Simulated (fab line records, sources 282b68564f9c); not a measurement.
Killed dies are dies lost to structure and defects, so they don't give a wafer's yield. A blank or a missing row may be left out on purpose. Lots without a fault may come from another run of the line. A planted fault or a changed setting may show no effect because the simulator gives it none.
Problem report in the 8D (eight disciplines) form, filled by code | flow rit_cmos | the parts of the form that need people (team, actions taken, sign-off) are left out

1. THE PROBLEM
killed_at_M0_to_M3 at RIT_M1_PROBE_99 reads a mean of 28.0 on 2 wafers of 2 lots; wafers without a fault read 0.0 with a standard deviation of 0.12. That is +99 or more standard deviations from the usual mean.
First seen on wafer L974.5, day 6 11:16, on prober-02. The record holds 16 wafers of 6 lots with a number at this step. Rule for "out", or "out of limits": more than 4 standard deviations from the usual mean. The other wafers with a number count as sound.

2. WHAT IT IS AND WHAT IT IS NOT
question                    | is                              | is not
which readings at this step | killed_at_M0_to_M3, killed_dies | killed_at_contacts, killed_at_front_end, killed_open, killed_short
which lots                  | L974, L975                      | L968, L969, L978, L979
which wafers of those lots  | L974.5, L975.6                  | L974.2, L974.3
read on which tools         | prober-02                       | prober-01
when                        | from day 6 11:16                | up to then (8 sound wafers); but 6 sound wafers of L978, L979 came after

3. SUSPECTS, AND WHAT RULES EACH OUT
Counting: a tool at a process step up to the reading stays a suspect if it ran every lot that is out. Sound lots after the first of them don't rule it out here, since some wafers of a struck lot are sound.
- plasma_asher-02 at RIT_M1_STRIP_14 (strips in O2, time 180 s): kept. It ran every lot that is out, first L974 (day 6 09:08).
- prober-02 at RIT_M1_PROBE_99: kept. It ran every lot that is out, first L974 (day 6 11:07); its last sound lot up to then is L968 (day 5 03:03). Its own readings are out on those wafers: killed_at_M0_to_M3, killed_dies.
- Within plasma_asher-02 at RIT_M1_STRIP_14: the wafers that are out ran in chamber 1; their sound lot-mates ran in chamber 0.
Left after counting: plasma_asher-02 at RIT_M1_STRIP_14, prober-02 at RIT_M1_PROBE_99.

4. THE CAUSE (what the simulator had put in)
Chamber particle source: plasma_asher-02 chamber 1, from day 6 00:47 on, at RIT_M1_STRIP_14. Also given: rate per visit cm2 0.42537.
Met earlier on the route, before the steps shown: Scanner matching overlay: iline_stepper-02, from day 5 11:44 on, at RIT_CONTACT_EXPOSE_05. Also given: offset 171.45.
Counting left 2 suspects, and this tool is among them.

5. THE CHAIN OF EFFECTS, in route order
Each row: a reading whose mean over the struck wafers that have a number lies more than 3 standard deviations from the usual. Only readings for which the record gives a usual standard deviation are gone through. hours: the time from each lot's start at the first step in this table that gives one to its start at this step, as a median over the lots. sigmas: the change in usual standard deviations.
hours | step            | reading            | usual | on struck wafers | change | sigmas
0     | RIT_M1_PROBE_99 | killed_at_M0_to_M3 | 0.0   | 28.0             | +28.0  | +99 or more
0     | RIT_M1_PROBE_99 | killed_dies        | 6.5   | 33.0             | +26.5  | +9.5
The process steps in it:
- RIT_M1_PROBE_99

6. WHAT WOULD HAVE CAUGHT IT SOONER
In this record the first reading out of limits was taken at day 6 11:16, 10 hours after the fault began at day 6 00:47.
Of the tool readings at RIT_M1_STRIP_14 for which the record gives a usual standard deviation, none was out on any struck wafer, so an alarm limit of 4 standard deviations on them would not have fired.
Of the lots that are out (2), L975 began RIT_M1_STRIP_14 on plasma_asher-02 after day 6 11:16. A hold on the tool at that time would have spared it.
